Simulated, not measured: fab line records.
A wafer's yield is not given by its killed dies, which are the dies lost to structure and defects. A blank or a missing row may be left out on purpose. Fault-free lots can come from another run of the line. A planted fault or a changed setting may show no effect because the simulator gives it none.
Lot-split experiment + flow ritCmos + 5 lots, 23 wafers read, on a route of 202 steps

## SPLIT DETAILS
At RIT_PSD_COAT_01 (resist thk 1000 nm), the setting resistThkNm was moved away from the recipe's 1000 nm on 4 of the 23 wafers read, by -2.6% to +4.6%. This setting was run at the recipe's value on the other wafers.

## FROM THE SPLIT TO THE READING: what the file shows between them, 3 steps
- RIT_PSD_SOFTBAKE_02: time 60 s
- RIT_PSD_EXPOSE_03: exposes mask M10, target cd 40900 nm
- RIT_PSD_DEVELOP_05: develop time 50 s

## THE READING
NOVOLAK_of_PSD_COAT_01.thkNm (the simulator's own value, which no gauge read), in nm, at RIT_PSD_HARDBAKE_07 (time 60 s). The file does not state a usual value for it. The 19 wafers here that ran the recipe average 885.8 nm, standard deviation 2 nm.

| wafer  | tool, chamber at the split | resistThkNm as run, nm | against the recipe | NOVOLAK_of_PSD_COAT_01.thkNm, nm | against lot-mates on the recipe |
|--------|----------------------------|------------------------|--------------------|----------------------------------|---------------------------------|
| L075.2 | lithoTrack-03, 0           | 973.9                  | -2.6%              | 859.7                            | -27.5                           |
| L075.3 | lithoTrack-03, 0           | 973.9                  | -2.6%              | 860.1                            | -27.1                           |
| L075.4 | lithoTrack-03, 0           | 1000                   | recipe             | 888.1                            | -                               |
| L075.5 | lithoTrack-03, 0           | 1000                   | recipe             | 886.7                            | -                               |
| L075.6 | lithoTrack-03, 0           | 1000                   | recipe             | 886.7                            | -                               |
| L076.2 | lithoTrack-01, 0           | 1000                   | recipe             | 887.6                            | -                               |
| L076.4 | lithoTrack-01, 0           | 1000                   | recipe             | 889                              | -                               |
| L076.5 | lithoTrack-01, 0           | 1000                   | recipe             | 886.6                            | -                               |
| L078.2 | lithoTrack-03, 0           | 1000                   | recipe             | 888.1                            | -                               |
| L078.3 | lithoTrack-03, 0           | 1000                   | recipe             | 887.5                            | -                               |
| L078.4 | lithoTrack-03, 0           | 1000                   | recipe             | 884.9                            | -                               |
| L078.5 | lithoTrack-03, 0           | 1000                   | recipe             | 887.9                            | -                               |
| L078.6 | lithoTrack-03, 0           | 1000                   | recipe             | 887.1                            | -                               |
| L084.2 | lithoTrack-03, 0           | 1000                   | recipe             | 882.9                            | -                               |
| L084.3 | lithoTrack-03, 0           | 1000                   | recipe             | 882.2                            | -                               |
| L084.4 | lithoTrack-03, 0           | 1000                   | recipe             | 885.3                            | -                               |
| L084.5 | lithoTrack-03, 0           | 1000                   | recipe             | 883.5                            | -                               |
| L084.6 | lithoTrack-03, 0           | 1000                   | recipe             | 882.3                            | -                               |
| L083.1 | lithoTrack-01, 0           | 1000                   | recipe             | 885.4                            | -                               |
| L083.2 | lithoTrack-01, 0           | 1046                   | +4.6%              | 924.8                            | +40.0                           |
| L083.3 | lithoTrack-01, 0           | 1046                   | +4.6%              | 924.8                            | +40.0                           |
| L083.4 | lithoTrack-01, 0           | 1000                   | recipe             | 884.2                            | -                               |
| L083.5 | lithoTrack-01, 0           | 1000                   | recipe             | 884.7                            | -                               |

FIT RESULTS
A straight line over all 23 wafers: NOVOLAK_of_PSD_COAT_01.thkNm changes by +8.86 nm for each +1% of resistThkNm; r = +0.99; the points scatter about the line by 2.2 nm.
The same after taking each lot's own level away (the mean of its wafers on the recipe; 23 wafers): +9.16 nm for each +1%; r = +1.00; scatter 1.5 nm.
According to that fit, moving resistThkNm by its largest amount changes the reading by 42 nm.
The lots' own levels span 883.24 to 887.73 nm, that is 2.2 times the standard deviation above.
The two slopes are in agreement: the lot-to-lot level therefore moves the slope only a little.
Check: for one of the wafers moved furthest among these (+4.6%), held out of the fit, the line's prediction against its lot-mates is +42.7 nm. It came out at +40 nm against them.

## OTHER SPLITS APPLIED TO THESE WAFERS
Note: prior to the reading, these wafers also went through further splits. Each is held against what the fit with the lots' levels taken away leaves over:
| other split on the same wafers  | wafers away from the commonest value | r with NOVOLAK_of_PSD_COAT_01.thkNm (lot level and that fit taken away) |
|---------------------------------|--------------------------------------|-------------------------------------------------------------------------|
| RIT_ACTIVE_OXIDATION_01 oxTimeS | 15                                   | -0.06                                                                   |
| RIT_ACTIVE_EXPOSE_08 doseMj     | 11                                   | +0.14                                                                   |
| RIT_NRETRO_IMPLANT_08 doseCm2   | 7                                    | +0.17                                                                   |
| RIT_PRETRO_IMPLANT_08 energyKev | 10                                   | -0.23                                                                   |
| RIT_NLDD_COAT_01 spinRpm        | 6                                    | -0.03                                                                   |
| RIT_NLDD_IMPLANT_08 energyKev   | 11                                   | -0.02                                                                   |
| RIT_SPACER_ETCHBACK_05 timeS    | 7                                    | -0.24                                                                   |
| RIT_NSD_IMPLANT_08 energyKev    | 10                                   | -0.42                                                                   |

## THE WHOLE CHAIN: every reading that the file lists as answering this split, in the file's order
| step                | what it does       | reading                                                                       | change (the file's fit)              | r (the file's) |
|---------------------|--------------------|-------------------------------------------------------------------------------|--------------------------------------|----------------|
| RIT_PSD_COAT_01     | resist thk 1000 nm | NOVOLAK_of_PSD_COAT_01.thkNm (the simulator's own value, which no gauge read) | +10.4 nm for each +1% of the setting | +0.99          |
| RIT_PSD_HARDBAKE_07 | time 60 s          | NOVOLAK_of_PSD_COAT_01.thkNm (the simulator's own value, which no gauge read) | +9.12 nm for each +1% of the setting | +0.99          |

## THE FILE'S OWN FIT
NOVOLAK_of_PSD_COAT_01.thkNm changes by +9.12 nm for each +1% of resistThkNm, r = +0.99.
